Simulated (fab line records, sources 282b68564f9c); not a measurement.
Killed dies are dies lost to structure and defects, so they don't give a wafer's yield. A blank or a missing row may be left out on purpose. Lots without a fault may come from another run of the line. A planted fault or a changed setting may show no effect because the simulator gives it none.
fab line records | flow rit_cmos
record lots=12 wafers=36 last_day=8
route steps=202 shown NSD@139 M1@202
lots that met no fault: from a run of the same line without faults
start_h: hours from the record's first day to the start of the lot's first wafer shown | wait_h: hours since the lot's step before | " the same as in the row above | L1.1+2: a row that stands for several wafers | - no value, or no start given | * or withheld: withheld | < > ~ a bound
route shown NAME@n: a module of which the file shows steps, and the number in the route of the first | usual: mean/standard deviation of fault-free wafers | same: alike in all rows | chamber/n: place in a boat | sites: the reading at each site | _std_site: their standard deviation | _edge_site: outer sites' mean less inner sites' | radius_mm: how far each site lies from the wafer's centre | mask NAME#n: copy n | behind: the tool/chamber that last shaped the wafer | hold: why the lot was held/for how many hours/how that ended | device: the transistor (n, p or np) that didn't switch | end of line: the same wafers' tests at the end of the route | a step without rows: its recipe alone | killed: dies lost to structure and defects at the first sort, not the wafer's yield | map: a wafer's dies, x killed, . not, _ none there
set.NAME: the setting as run; set.NAME@STEP: as run at that earlier step | model.NAME: the simulator's own value behind a step, which no gauge read
steps of the route over a sample of lots; a table a step, a row a wafer
services: from which hour (start_h, from the record's first day; less than 0 if before it) a tool's chamber was out of use, for how many hours, and why
## steps
# step RIT_NSD_IMPLANT_08
# recipe species=P energy_kev=25 dose_cm2=1e+15 tilt_deg=7
# usual dose_ions_cm2=1.0001e+15/1.1e+12
# columns lot.wafer tool chamber start_h wait_h dose_ions_cm2
L434.4 implanter-04 0 51.38 0.1 1.0016e+15
L434.5 " 0 " " 1.0009e+15
L434.6 " 0 " " 1.0009e+15
L435.2 implanter-04 0 53.63 0.1 9.994e+14
L435.4 " 0 " " 1.0014e+15
L435.6 " 0 " " 1.001e+15
L436.3 implanter-02 0 58.94 0.1 1.0025e+15
L436.5 " 0 " " 1.0005e+15
L436.6 " 0 " " 1.0007e+15
L437.2 implanter-03 0 64.38 0.1 9.981e+14
L437.3 " 0 " " 9.994e+14
L437.6 " 0 " " 9.979e+14
L438.1 implanter-02 0 68.13 0.1 9.993e+14
L438.4 " 0 " " 9.995e+14
L438.5 " 0 " " 9.998e+14
L448.3 implanter-02 0 118.38 0.1 9.984e+14
L448.5 " 0 " " 1.0012e+15
L448.6 " 0 " " 9.99e+14
L449.1 implanter-02 0 124.41 0.1 1.0002e+15
L449.2 " 0 " " 9.991e+14
L449.5 " 0 " " 1.0004e+15
L451.3 implanter-04 0 144.79 0.1 1.0024e+15
L451.4 " 0 " " 1.0018e+15
L451.6 " 0 " " 1.0004e+15
L454.2 implanter-04 0 169.15 0.1 9.994e+14
L454.3 " 0 " " 9.997e+14
L454.4 " 0 " " 1.0005e+15
L455.1 implanter-03 0 179.02 0.1 1.0005e+15
L455.3 " 0 " " 9.982e+14
L455.6 " 0 " " 1.0006e+15
L456.1 implanter-03 0 181.45 0.1 9.982e+14
L456.4 " 0 " " 9.987e+14
L456.5 " 0 " " 1.0009e+15
L457.2 implanter-03 0 189.97 0.1 9.998e+14
L457.3 " 0 " " 9.99e+14
L457.4 " 0 " " 9.999e+14
# step RIT_SDANNEAL_RS_MEAS_05
# recipe thk_meas_gauge=four-point-probe
# usual NSD_RS=84.55/0.27
# columns lot.wafer tool chamber start_h wait_h NSD_RS[ohm/sq]
L434.4 film_metro-04 - 54.27 0.1 84.78
L434.5 " - " " 84.95
L434.6 " - " " 84.60
L435.2 film_metro-04 - 56.48 0.1 84.50
L435.4 " - " " 84.72
L435.6 " - " " 84.32
L436.3 film_metro-01 - 61.47 0.1 83.79
L436.5 " - " " 84.02
L436.6 " - " " 84.00
L437.2 film_metro-04 - 66.90 0.1 84.36
L437.3 " - " " 84.19
L437.6 " - " " 84.26
L438.1 film_metro-04 - 70.63 0.1 84.47
L438.4 " - " " 84.31
L438.5 " - " " 84.50
L448.3 film_metro-01 - 120.72 0.1 -
L448.5 " - " " -
L448.6 " - " " -
L449.1 film_metro-04 - 126.89 0.1 -
L449.2 " - " " -
L449.5 " - " " -
L451.3 film_metro-02 - 147.26 0.1 84.93
L451.4 " - " " 84.50
L451.6 " - " " 84.83
L454.2 film_metro-01 - 171.51 0.1 84.42
L454.3 " - " " 84.43
L454.4 " - " " 84.26
L455.1 film_metro-04 - 182.05 0.1 84.91
L455.3 " - " " 84.74
L455.6 " - " " 84.77
L456.1 film_metro-04 - 183.93 0.1 84.18
L456.4 " - " " 84.15
L456.5 " - " " 84.32
L457.2 film_metro-01 - 192.83 0.1 84.40
L457.3 " - " " 84.46
L457.4 " - " " 84.40
# step RIT_M1_PROBE_99
# usual killed_at_front_end=7/3.3 killed_dies=7/3.2 killed_open=3.6/2.2 killed_short=3.5/2
# same gross_dies=264 killed_at_M0_to_M3=0 killed_at_M4_up=0 killed_at_back_side=0 killed_at_contacts=0 killed_at_other=0
# columns lot.wafer tool chamber start_h wait_h killed_at_front_end killed_dies killed_open killed_short
L434.4 prober-02 - 61.60 0.2 8 8 6 2
L434.5 prober-02 - 61.65 0.2 8 8 4 4
L434.6 prober-02 - 61.70 0.2 8 8 5 3
L435.2 prober-01 - 63.68 0.1 4 4 2 2
L435.4 prober-01 - 63.78 0.2 4 4 2 2
L435.6 prober-01 - 63.88 0.2 1 1 0 1
L436.3 prober-02 - 69.03 0.2 9 9 4 5
L436.5 prober-02 - 69.13 0.2 14 14 6 8
L436.6 prober-02 - 69.18 0.2 5 5 3 2
L437.2 prober-01 - 74.08 0.1 4 4 1 3
L437.3 prober-01 - 74.13 0.2 5 5 3 2
L437.6 prober-01 - 74.28 0.2 7 7 3 4
L438.1 prober-02 - 77.80 0.1 6 6 2 4
L438.4 prober-02 - 77.95 0.2 5 5 1 4
L438.5 prober-02 - 78.00 0.2 5 5 4 1
L448.3 prober-02 - 128.15 0.2 15 15 11 4
L448.5 prober-02 - 128.25 0.2 8 8 3 5
L448.6 prober-02 - 128.30 0.2 6 6 4 2
L449.1 prober-01 - 134.00 0.1 12 12 9 3
L449.2 prober-01 - 134.05 0.1 7 7 5 2
L449.5 prober-01 - 134.20 0.2 7 7 4 3
L451.3 prober-01 - 154.86 0.2 9 9 4 5
L451.4 prober-01 - 154.91 0.2 9 9 6 3
L451.6 prober-01 - 155.01 0.2 11 11 6 5
L454.2 prober-02 - 178.66 0.1 9 9 3 6
L454.3 prober-02 - 178.71 0.2 13 13 7 6
L454.4 prober-02 - 178.76 0.2 6 6 2 4
L455.1 prober-01 - 189.33 0.1 3 3 1 2
L455.3 prober-01 - 189.43 0.2 8 8 6 2
L455.6 prober-01 - 189.58 0.2 9 9 3 6
L456.1 prober-02 - 191.34 0.1 10 10 6 3
L456.4 prober-02 - 191.49 0.2 5 5 2 3
L456.5 prober-02 - 191.54 0.2 8 8 3 5
L457.2 prober-01 - 200.67 0.1 6 6 3 3
L457.3 prober-01 - 200.72 0.2 7 7 5 2
L457.4 prober-01 - 200.77 0.2 7 7 3 4
# killed by level:class
L434.4 FOX2:geometric_particle:open=3 SPACER:geometric_particle:open=2 FOX1:geometric_particle:short=1 FOX1:geometric_particle:open=1 FOX2:geometric_particle:short=1
L434.5 REOX:geometric_particle:short=2 REOX:geometric_particle:open=2 FOX2:geometric_particle:short=1 GATE:geometric_particle:short=1 SPACER:geometric_particle:open=1 SILICIDE:geometric_particle:open=1
L434.6 FOX2:geometric_particle:short=2 GATE:geometric_particle:open=2 FOX2:geometric_particle:open=1 GATE:geometric_particle:short=1 REOX:geometric_particle:open=1 SPACER:geometric_particle:open=1
L435.2 REOX:geometric_particle:open=2 GATE:geometric_particle:short=1 REOX:geometric_particle:short=1
L435.4 FOX1:geometric_particle:short=1 FOX2:geometric_particle:open=1 GATE:geometric_particle:open=1 SPACER:geometric_particle:short=1
L435.6 SILICIDE:geometric_particle:short=1
L436.3 GATE:geometric_particle:short=4 GATE:geometric_particle:open=2 FOX1:geometric_particle:open=1 FOX2:geometric_particle:short=1 SPACER:geometric_particle:open=1
L436.5 GATE:geometric_particle:open=4 SPACER:geometric_particle:short=3 REOX:geometric_particle:short=2 SILICIDE:geometric_particle:open=2 FOX1:geometric_particle:short=1 GATE:geometric_particle:short=1 SILICIDE:geometric_particle:short=1
L436.6 REOX:geometric_particle:open=2 REOX:geometric_particle:short=2 SILICIDE:geometric_particle:open=1
L437.2 REOX:geometric_particle:short=2 GATE:geometric_particle:short=1 GATE:geometric_particle:open=1
L437.3 SILICIDE:geometric_particle:open=2 FOX1:geometric_particle:open=1 GATE:geometric_particle:short=1 SILICIDE:geometric_particle:short=1
L437.6 GATE:geometric_particle:short=2 FOX1:geometric_particle:short=1 GATE:geometric_particle:open=1 REOX:geometric_particle:short=1 REOX:geometric_particle:open=1 SILICIDE:geometric_particle:open=1
L438.1 REOX:geometric_particle:short=2 SPACER:geometric_particle:short=2 FOX2:geometric_particle:open=1 SPACER:geometric_particle:open=1
L438.4 REOX:geometric_particle:short=2 FOX1:geometric_particle:short=1 FOX2:geometric_particle:open=1 GATE:geometric_particle:short=1
L438.5 GATE:geometric_particle:open=2 FOX2:geometric_particle:short=1 FOX2:geometric_particle:open=1 SPACER:geometric_particle:open=1
L448.3 GATE:geometric_particle:open=8 GATE:geometric_particle:short=2 ACTIVE:geometric_particle:open=1 FOX1:geometric_particle:open=1 FOX2:geometric_particle:short=1 REOX:geometric_particle:short=1 SPACER:geometric_particle:open=1
L448.5 GATE:geometric_particle:short=4 GATE:geometric_particle:open=2 SPACER:geometric_particle:open=1 SPACER:geometric_particle:short=1
L448.6 GATE:geometric_particle:short=2 FOX1:geometric_particle:open=1 FOX2:geometric_particle:open=1 GATE:geometric_particle:open=1 REOX:geometric_particle:open=1
L449.1 SPACER:geometric_particle:open=5 GATE:geometric_particle:short=3 GATE:geometric_particle:open=2 REOX:geometric_particle:open=1 SILICIDE:geometric_particle:open=1
L449.2 FOX2:geometric_particle:open=1 GATE:geometric_particle:open=1 REOX:geometric_particle:open=1 SPACER:geometric_particle:open=1 SPACER:geometric_particle:short=1 SILICIDE:geometric_particle:short=1 SILICIDE:geometric_particle:open=1
L449.5 GATE:geometric_particle:open=3 SPACER:geometric_particle:short=2 REOX:geometric_particle:short=1 SPACER:geometric_particle:open=1
L451.3 GATE:geometric_particle:short=2 SILICIDE:geometric_particle:short=2 SILICIDE:geometric_particle:open=2 FOX1:geometric_particle:short=1 GATE:geometric_particle:open=1 SPACER:geometric_particle:open=1
L451.4 GATE:geometric_particle:open=6 GATE:geometric_particle:short=3
L451.6 GATE:geometric_particle:open=4 SPACER:geometric_particle:short=3 SPACER:geometric_particle:open=2 FOX2:geometric_particle:short=1 REOX:geometric_particle:short=1
L454.2 GATE:geometric_particle:short=3 SILICIDE:geometric_particle:short=2 FOX1:geometric_particle:open=1 REOX:geometric_particle:short=1 SPACER:geometric_particle:open=1 SILICIDE:geometric_particle:open=1
L454.3 GATE:geometric_particle:short=3 FOX1:geometric_particle:open=2 SPACER:geometric_particle:open=2 SILICIDE:geometric_particle:open=2 FOX1:geometric_particle:short=1 GATE:geometric_particle:open=1 SPACER:geometric_particle:short=1 SILICIDE:geometric_particle:short=1
L454.4 FOX1:geometric_particle:short=2 GATE:geometric_particle:open=2 GATE:geometric_particle:short=1 REOX:geometric_particle:short=1
L455.1 REOX:geometric_particle:short=2 GATE:geometric_particle:open=1
L455.3 FOX1:geometric_particle:open=2 SILICIDE:geometric_particle:open=2 FOX1:geometric_particle:short=1 GATE:geometric_particle:open=1 REOX:geometric_particle:open=1 REOX:geometric_particle:short=1
L455.6 GATE:geometric_particle:short=3 GATE:geometric_particle:open=3 FOX1:geometric_particle:short=1 REOX:geometric_particle:short=1 SILICIDE:geometric_particle:short=1
L456.1 GATE:geometric_particle:open=4 GATE:geometric_particle:short=2 FOX1:geometric_particle:short=1 REOX:geometric_particle:open=1 SPACER:geometric_particle:open=1 NWELL:coat_microbubble_printed=1
L456.4 FOX2:geometric_particle:open=2 GATE:geometric_particle:short=2 REOX:geometric_particle:short=1
L456.5 GATE:geometric_particle:short=2 FOX1:geometric_particle:open=1 FOX1:geometric_particle:short=1 FOX2:geometric_particle:short=1 REOX:geometric_particle:short=1 REOX:geometric_particle:open=1 SILICIDE:geometric_particle:open=1
L457.2 FOX2:geometric_particle:open=1 GATE:geometric_particle:open=1 GATE:geometric_particle:short=1 REOX:geometric_particle:short=1 REOX:geometric_particle:open=1 SPACER:geometric_particle:short=1
L457.3 GATE:geometric_particle:open=3 SILICIDE:geometric_particle:open=2 FOX2:geometric_particle:short=1 GATE:geometric_particle:short=1
L457.4 FOX1:geometric_particle:open=1 FOX1:geometric_particle:short=1 FOX2:geometric_particle:short=1 FOX2:geometric_particle:open=1 GATE:geometric_particle:short=1 GATE:geometric_particle:open=1 REOX:geometric_particle:short=1
## services
# columns tool chamber start_h hours kind
implanter-03 - 50.78 3.0 pm
implanter-03 - 56.03 3.3 repair
implanter-03 - 65.24 1.3 repair
implanter-04 - 124.59 4.6 pm
implanter-02 - 135.65 5.0 pm
## key
first_sign step=RIT_SDANNEAL_RS_MEAS_05 reading=NSD_RS direction=missing
effect none on later readings
met_at RIT_NSD_IMPLANT_08
struck_lots L448,L449
tester_left_out L448,L449
loop_trim step=RIT_M1_EXPOSE_06 setting=dose lots=L448,L449
onset_between 68.13 118.38
fault kind=process_parameter_drift tool=implanter-02 chamber=- onset_h=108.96 steps=RIT_NSD_IMPLANT_08 channel=tilt_deg offset=8 spread_by_wafer=0.3 shape=step end_h=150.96 acts_in=these_recipes_only stated=7
# tester_left_out: of these lots the tester's yield and bins aren't shown, on N5 and GAA mostly nor the transistor test; their killed dies are dies lost to structure and defects alone, not to doping, threshold or leakage, so they don't give the yield
# loop_trim: a control loop set the setting to another value than it would have without faults
